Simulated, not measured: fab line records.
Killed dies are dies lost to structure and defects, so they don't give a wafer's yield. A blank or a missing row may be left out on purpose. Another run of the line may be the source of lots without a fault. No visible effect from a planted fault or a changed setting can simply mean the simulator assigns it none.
fab line records	flow berkeley_cmos170
record lots=6	wafers=18	last_day=12
route steps=331 shown M1@238 M3@331
lots that met no fault: from a run of the same line without faults
start_h: the number of hours between the record's first day and the start of the first shown wafer of the lot	wait_h: hours from the lot's prior step to this one	" repeats the value in the row above	L1.1+2: one row covering several wafers at once	- no value, or no start given	* or withheld: withheld	< > ~ a bound
route shown NAME@n: a module of which the file shows steps, and the number in the route of the first	usual: the fault-free wafers' mean and standard deviation	same: alike in all rows	chamber/n: place in a boat	sites: the reading at each site	_std_site: the standard deviation of these	_edge_site: inner sites' mean taken away from outer sites' mean	radius_mm: for every site, how far away it sits from the centre of the wafer	mask NAME#n: copy n	behind: the tool/chamber that last shaped the wafer	hold: the reason the lot was held/the length of the hold in hours/how it ended	device: whichever transistor did not switch (one of n, p or np)	end of line: the same wafers' tests at the end of the route	a step with no rows: only its recipe	killed: count of dies lost to structure and defects at first sort (not the wafer's yield)	map: per-die view of a wafer (x killed, . not killed, _ where there is no die)
set.NAME: the setting as run; set.NAME@STEP: as run at that earlier step	model.NAME: the simulator's own value behind a step, which no gauge read
lots at selected steps of the route; one table per step, one row per wafer
services: from which hour (start_h, from the record's first day; less than 0 if before it) a tool's chamber was out of use, for how many hours, and why
## steps
# step UCB170_M1_SPUTTER_00
# recipe material=Al	target_thk_nm=600	time_s=80	power_w=6000	chamber_pressure_pa=0.5
# usual throttle_valve_pct=30.8/1.1
lot.wafer	tool	chamber	start_h	wait_h	throttle_valve_pct
L494.2	pvd_sputter-01	-	166.13	0.0	29.8
L494.4	"	-	"	"	31.5
L494.5	"	-	"	"	32.3
L495.1	pvd_sputter-03	-	179.52	0.0	31.5
L495.2	"	-	"	"	28.9
L495.5	"	-	"	"	31.3
L504.3	pvd_sputter-03	-	221.20	0.0	29.1
L504.4	"	-	"	"	31.5
L504.5	"	-	"	"	29.1
L505.2	pvd_sputter-03	-	223.17	0.0	29.0
L505.3	"	-	"	"	32.7
L505.6	"	-	"	"	29.0
L509.3	pvd_sputter-03	-	249.57	0.0	31.3
L509.4	"	-	"	"	32.5
L509.6	"	-	"	"	29.2
L510.1	pvd_sputter-03	-	259.47	0.0	31.5
L510.2	"	-	"	"	32.2
L510.5	"	-	"	"	31.5
# step UCB170_M1_RS_MEAS_01
# recipe thk_meas_gauge=four-point-probe	reads=Al_of_M1_SPUTTER_00
# usual M1_AL_RS=0.0485/0.00049
lot.wafer	tool	chamber	start_h	wait_h	M1_AL_RS[ohm/sq]
L494.2	film_metro-02	-	166.21	0.1	0.0490
L494.4	"	-	"	"	0.0489
L494.5	"	-	"	"	0.0491
L495.1	film_metro-01	-	179.59	0.0	0.0483
L495.2	"	-	"	"	0.0482
L495.5	"	-	"	"	0.0480
L504.3	film_metro-02	-	221.31	0.1	0.0485
L504.4	"	-	"	"	0.0489
L504.5	"	-	"	"	0.0484
L505.2	film_metro-04	-	223.25	0.1	0.0483
L505.3	"	-	"	"	0.0481
L505.6	"	-	"	"	0.0485
L509.3	film_metro-04	-	249.67	0.1	0.0486
L509.4	"	-	"	"	0.0486
L509.6	"	-	"	"	0.0483
L510.1	film_metro-02	-	259.53	0.0	0.0489
L510.2	"	-	"	"	0.0494
L510.5	"	-	"	"	0.0490
# step UCB170_M1_THK_MEAS_02
# recipe thk_meas_gauge=xrf	reads=Al_of_M1_SPUTTER_00
# usual M1_AL_THK=597/6.9
lot.wafer	tool	chamber	start_h	wait_h	M1_AL_THK[nm]
L494.2	film_metro-02	-	166.32	0.1	594
L494.4	"	-	"	"	594
L494.5	"	-	"	"	589
L495.1	film_metro-01	-	179.71	0.1	594
L495.2	"	-	"	"	600
L495.5	"	-	"	"	600
L504.3	film_metro-02	-	221.41	0.1	594
L504.4	"	-	"	"	594
L504.5	"	-	"	"	596
L505.2	film_metro-04	-	223.36	0.1	602
L505.3	"	-	"	"	605
L505.6	"	-	"	"	603
L509.3	film_metro-04	-	249.77	0.1	598
L509.4	"	-	"	"	599
L509.6	"	-	"	"	605
L510.1	film_metro-02	-	259.65	0.1	595
L510.2	"	-	"	"	587
L510.5	"	-	"	"	594
# step UCB170_M1_COAT_03
# recipe resist=BARC	temp_c=withheld	time_s=withheld	spin_rpm=3000	resist_thk_nm=withheld
# step UCB170_M1_COAT_04
# recipe resist=KrF	spin_rpm=1500	resist_thk_nm=900
# step UCB170_M1_SOFTBAKE_05
# recipe resist=KrF	temp_c=130	time_s=60
# step UCB170_M1_EXPOSE_06
# recipe mask_id=METAL1	target_cd_nm=700	na=0.5	sigma_outer=0.6	source_shape=conventional	dose_mj=21
# step UCB170_M1_PEB_07
# recipe peb_temp_c=130	peb_time_s=withheld	resist=KrF
# step UCB170_M1_DEVELOP_08
# recipe developer=TMAH	develop_time_s=45	resist=KrF	dev_temp_c=21
# step UCB170_M1_CD_MEAS_09
# recipe target_cd_nm=700
# usual cd_nm=699.7/1.3
lot.wafer	tool	chamber	start_h	wait_h	cd_nm
L494.2	cd_sem-01	-	168.51	-	699.0
L494.4	"	-	"	"	699.7
L494.5	"	-	"	"	700.3
L495.1	cd_sem-01	-	181.01	-	699.0
L495.2	"	-	"	"	699.5
L495.5	"	-	"	"	700.0
L504.3	cd_sem-01	-	222.66	-	700.7
L504.4	"	-	"	"	700.1
L504.5	"	-	"	"	700.7
L505.2	cd_sem-01	-	224.48	-	700.1
L505.3	"	-	"	"	700.2
L505.6	"	-	"	"	701.0
L509.3	cd_sem-01	-	251.48	-	701.1
L509.4	"	-	"	"	700.6
L509.6	"	-	"	"	700.7
L510.1	cd_sem-01	-	260.86	-	698.1
L510.2	"	-	"	"	697.1
L510.5	"	-	"	"	698.6
# step UCB170_M1_OVL_MEAS_10
# usual M1_OVL=-1/5.1
lot.wafer	tool	chamber	start_h	wait_h	M1_OVL[nm]
L494.2	overlay-02	-	168.63	0.1	2
L494.4	"	-	"	"	-7
L494.5	"	-	"	"	-5
L495.1	overlay-01	-	181.13	0.1	-2
L495.2	"	-	"	"	-3
L495.5	"	-	"	"	-1
L504.3	overlay-01	-	222.76	0.1	4
L504.4	"	-	"	"	1
L504.5	"	-	"	"	4
L505.2	overlay-02	-	224.58	0.1	8
L505.3	"	-	"	"	6
L505.6	"	-	"	"	3
L509.3	overlay-02	-	251.58	0.1	0
L509.4	"	-	"	"	-7
L509.6	"	-	"	"	1
L510.1	overlay-01	-	260.98	0.1	-5
L510.2	"	-	"	"	-2
L510.5	"	-	"	"	-2
# step UCB170_M1_ETCH_11
# recipe chemistry=N2/H2	target_depth_a=withheld	overetch_a=withheld	target=BARC	time_s=withheld	source_w=500	bias_w=100	pressure_mtorr=30	n2_flow_sccm=100	h2_flow_sccm=200
# usual drypump_motor_current_A=5.7/0.4	oes_product_au=1.004/0.016	throttle_valve_pct=13.19/0.2
lot.wafer	tool	chamber	start_h	wait_h	drypump_motor_current_A	oes_product_au	throttle_valve_pct
L494.2	rie_diel-03	3	168.66	0.0	5.7	0.986	13.13
L494.4	"	2	"	"	5.0	0.989	13.56
L494.5	"	1	"	"	5.8	1.020	13.39
L495.1	rie_diel-01	1	181.16	0.0	5.9	1.010	13.03
L495.2	"	2	"	"	6.4	1.013	12.94
L495.5	"	0	"	"	5.3	1.007	13.32
L504.3	rie_diel-03	0	222.78	0.0	5.2	1.028	13.11
L504.4	"	3	"	"	5.8	0.980	13.13
L504.5	"	0	"	"	5.2	1.026	13.09
L505.2	rie_diel-01	3	224.61	0.0	5.5	0.998	13.27
L505.3	"	1	"	"	5.9	1.003	13.03
L505.6	"	2	"	"	6.3	1.019	12.95
L509.3	rie_diel-03	2	251.60	0.0	5.0	1.020	13.55
L509.4	"	3	"	"	5.8	0.975	13.11
L509.6	"	1	"	"	5.8	1.015	13.39
L510.1	rie_diel-01	3	261.02	0.0	5.5	1.009	13.27
L510.2	"	2	"	"	6.4	1.014	12.93
L510.5	"	3	"	"	5.6	1.014	13.25
# step UCB170_M1_METAL_ETCH_12
# recipe chemistry=Cl2/BCl3	target=Al	stop_on=PSG	pressure_mtorr=12	target_depth_a=7800	over_etch_frac=0.3	time_s=130	icp_w=600	bias_w=120	Cl2_flow_sccm=90	bcl3_flow_sccm=45
# usual drypump_motor_current_A=5.7/0.42	mfc_cl2_sccm=90.04/0.28	oes_product_au=0.853/0.017	run_length_s=158.2/0.51	throttle_valve_pct=24.38/0.13
lot.wafer	tool	chamber	start_h	wait_h	drypump_motor_current_A	mfc_cl2_sccm	oes_product_au	rf_hours_counter_h	run_length_s	throttle_valve_pct	model.KrF_of_M1_COAT_04.thk_nm	model.M1.cd_nm
L494.2	rie_metal-01	0	168.70	-	5.4	90.24	0.849	6	158.4	24.37	436.5	698.6
L494.4	"	0	"	"	5.4	89.82	0.837	-	158.0	24.36	431.6	700.1
L494.5	"	1	"	"	5.8	90.36	0.869	-	158.3	24.21	434.9	701.2
L495.1	rie_metal-03	1	181.20	-	6.3	89.19	0.875	4	158.8	24.34	438.5	699.1
L495.2	"	0	"	"	6.1	89.83	0.835	1	159.1	24.34	445.9	699.3
L495.5	"	1	"	"	6.2	89.85	0.867	-	158.8	24.35	443.2	698.7
L504.3	rie_metal-03	0	222.87	-	6.1	90.17	0.974	-	133.8	24.28	523.1	706.6
L504.4	"	1	"	"	6.2	90.20	0.869	-	159.1	24.34	432.3	698.4
L504.5	"	1	"	"	6.3	90.40	0.881	-	158.6	24.37	436.7	698.2
L505.2	rie_metal-03	0	224.65	-	6.1	90.28	0.968	3	133.7	24.28	528	705.7
L505.3	"	1	"	"	6.2	89.76	0.870	-	158.2	24.35	440.1	700.2
L505.6	"	0	"	"	6.1	90.09	0.967	-	133.7	24.29	529.3	707.1
L509.3	rie_metal-02	1	251.69	-	5.2	89.53	0.842	-	157.7	24.66	428.1	704
L509.4	"	0	"	"	5.2	89.80	0.844	-	157.3	24.34	418.3	701.8
L509.6	"	1	"	"	5.2	89.92	0.853	-	157.6	24.66	425	702.7
L510.1	rie_metal-01	1	261.06	-	5.9	90.21	0.874	12	158.1	24.22	434.3	701.5
L510.2	"	0	"	"	5.4	90.36	0.838	9	158.0	24.36	432.4	697
L510.5	"	0	"	"	5.4	90.17	0.861	-	157.9	24.38	436.9	700.1
# step UCB170_M1_STRIP_13
# recipe chemistry=O2	power_w=400	pressure_mtorr=3500	platen_temp_c=withheld	o2_flow_sccm=400	overash_fraction=0.5
# usual drypump_motor_current_A=5.7/0.45	oes_product_au=0.720/0.0044
lot.wafer	tool	chamber	start_h	wait_h	drypump_motor_current_A	oes_product_au	rf_hours_counter_h
L494.2	plasma_asher-02	0	168.83	0.1	5.8	0.718	47
L494.4	"	1	"	"	5.3	0.721	-
L494.5	"	1	"	"	5.3	0.714	-
L495.1	plasma_asher-01	1	181.34	0.1	6.5	0.724	7
L495.2	"	0	"	"	5.9	0.719	7
L495.5	"	0	"	"	5.9	0.719	-
L504.3	plasma_asher-01	0	222.99	0.1	5.9	0.721	-
L504.4	"	1	"	"	6.5	0.720	-
L504.5	"	1	"	"	6.5	0.727	-
L505.2	plasma_asher-04	0	224.79	0.1	5.9	0.724	54
L505.3	"	0	"	"	5.9	0.721	-
L505.6	"	0	"	"	5.9	0.726	-
L509.3	plasma_asher-02	1	251.81	0.1	5.3	0.717	-
L509.4	"	0	"	"	5.8	0.718	-
L509.6	"	0	"	"	5.8	0.720	-
L510.1	plasma_asher-02	0	261.19	0.1	5.8	0.716	57
L510.2	"	1	"	"	5.3	0.719	57
L510.5	"	1	"	"	5.4	0.712	-
# step UCB170_M1_CD_MEAS_90
# recipe target_cd_nm=700
# usual cd_nm=699.5/2.5
lot.wafer	tool	chamber	start_h	wait_h	cd_nm
L494.2	cd_sem-02	-	169.03	0.2	698.8
L494.4	"	-	"	"	700.2
L494.5	"	-	"	"	701.5
L495.1	cd_sem-02	-	181.44	0.1	698.8
L495.2	"	-	"	"	699.4
L495.5	"	-	"	"	698.8
L504.3	cd_sem-01	-	223.10	0.1	706.8
L504.4	"	-	"	"	698.7
L504.5	"	-	"	"	698.0
L505.2	cd_sem-02	-	224.91	0.1	705.2
L505.3	"	-	"	"	700.4
L505.6	"	-	"	"	707.6
L509.3	cd_sem-01	-	251.97	0.1	703.9
L509.4	"	-	"	"	701.7
L509.6	"	-	"	"	702.6
L510.1	cd_sem-02	-	261.29	0.1	701.7
L510.2	"	-	"	"	697.1
L510.5	"	-	"	"	700.2
# step UCB170_M1_ANNEAL_14
# recipe temp_c=400	time_s=1200	ambient=forming_gas
# step UCB170_M3_PROBE_99
lot.wafer	tool	chamber	start_h	wait_h	model.etest.m1_comb_over_steps.over_limit	model.etest.ring.over_limit	model.etest.antenna_m1.vt_shift_v
L494.2	prober-02	-	182.38	0.1	0	0	-0.008087
L494.4	prober-02	-	182.48	0.2	0	0	-0.009226
L494.5	prober-02	-	182.53	0.2	0	0	-0.003943
L495.1	prober-01	-	198.14	0.1	0	0	-0.007548
L495.2	prober-01	-	198.19	0.1	0	0	-0.01089
L495.5	prober-01	-	198.34	0.2	0	0	-0.00754
L504.3	prober-01	-	240.75	0.2	1	0	0.002354
L504.4	prober-01	-	240.80	0.2	0	0	-0.008362
L504.5	prober-01	-	240.85	0.2	0	0	-0.007097
L505.2	prober-02	-	241.11	0.1	1	1	-0.002377
L505.3	prober-02	-	241.16	0.2	0	0	-0.01047
L505.6	prober-02	-	241.31	0.2	1	1	0.0001915
L509.3	prober-01	-	266.63	0.2	0	0	-0.012
L509.4	prober-01	-	266.68	0.2	0	0	-0.01027
L509.6	prober-01	-	266.78	0.2	0	0	-0.001399
L510.1	prober-02	-	278.35	0.1	0	0	-0.01189
L510.2	prober-02	-	278.40	0.1	0	0	-0.007177
L510.5	prober-02	-	278.55	0.2	0	0	-0.007737
# killed by level:class
L494.2 GATE:geometric_particle:short=1 SPACER:geometric_particle:open=1 M1:geometric_particle:short=1 M3:geometric_particle:short=1
L494.4 START:geometric_particle:short=1 SACOX:geometric_particle:short=1 SCREENOX:geometric_particle:open=1
L494.5 GATE:geometric_particle:open=2 GATE:geometric_particle:short=1
L495.1 FIELD:geometric_particle:short=1 SPACER:geometric_particle:short=1 M3:geometric_particle:short=1
L495.2 SILICIDE:geometric_particle:short=1
L495.5 GATE:geometric_particle:short=2 SACOX:geometric_particle:open=1 GATE:geometric_particle:open=1
L509.3 FIELD:geometric_particle:open=1 GATE:geometric_particle:open=1 M3:geometric_particle:short=1
L509.4 SACOX:geometric_particle:short=1 SCREENOX:geometric_particle:short=1 M2:geometric_particle:short=1 M3:geometric_particle:short=1
L509.6 WELLDRIVE:geometric_particle:open=2 SILICIDE:geometric_particle:short=2 START:geometric_particle:short=1 V1:geometric_particle:open=1
L510.1 SACOX:geometric_particle:short=1 V1:geometric_particle:open=1 ACTIVE:area_etch=1
L510.2 WELLDRIVE:geometric_particle:short=1 FIELD:geometric_particle:open=1 GATE:geometric_particle:short=1 SILICIDE:geometric_particle:short=1 M2:geometric_particle:short=1
L510.5 GATE:geometric_particle:short=1 M2:geometric_particle:short=1 PWELL:area_etch=1
## services
tool	chamber	start_h	hours	kind
pvd_sputter-03	-	148.72	8.1	repair
rie_diel-01	-	151.16	2.8	pm
pvd_sputter-01	-	156.48	4.7	repair
plasma_asher-04	-	176.20	0.8	repair
rie_diel-01	3	180.24	-	clean
rie_diel-01	3	180.24	25.2	scheduled_down
rie_diel-01	3	180.24	25.2	vent_cycle
pvd_sputter-03	-	194.08	2.1	repair
rie_diel-03	2	196.06	-	clean
rie_diel-03	2	196.06	19.2	scheduled_down
rie_diel-03	2	196.06	19.2	vent_cycle
plasma_asher-02	-	197.61	2.8	pm
rie_metal-02	-	207.76	28.1	pm
pvd_sputter-03	-	215.29	3.3	repair
rie_diel-03	0	218.82	1.9	repair
plasma_asher-04	-	231.42	2.1	repair
rie_diel-01	3	247.09	3.1	repair
## key
first_sign step=UCB170_M1_METAL_ETCH_12	reading=run_length_s	direction=down	sigmas=48	usual=*	struck=*
effect step=UCB170_M1_METAL_ETCH_12	reading=oes_product_au	direction=up	sigmas=6.7	usual=0.853	struck=0.969
effect step=UCB170_M1_CD_MEAS_90	reading=cd_nm	direction=up	sigmas=2.8	usual=699.5	struck=706.5
model_effect step=UCB170_M1_METAL_ETCH_12	value=KrF_of_M1_COAT_04.thk_nm	without=439.4	struck=526.8
model_effect step=UCB170_M3_PROBE_99	value=etest.m1_comb_over_steps.over_limit	without=0	struck=1
met_at UCB170_M1_METAL_ETCH_12
struck_wafers L504.3,L505.2,L505.6
sort_left_out L504.3,L505.2,L505.6
onset_between 181.20 222.87
fault kind=process_parameter_drift	tool=rie_metal-03	chamber=0	onset_h=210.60	steps=UCB170_M1_METAL_ETCH_12	channel=time_s	offset=*	shape=step	end_h=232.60	acts_in=*	stated=*
# sort_left_out: the simulated sort isn't trusted on such a fault, so these wafers' sort isn't shown, and their yield isn't known
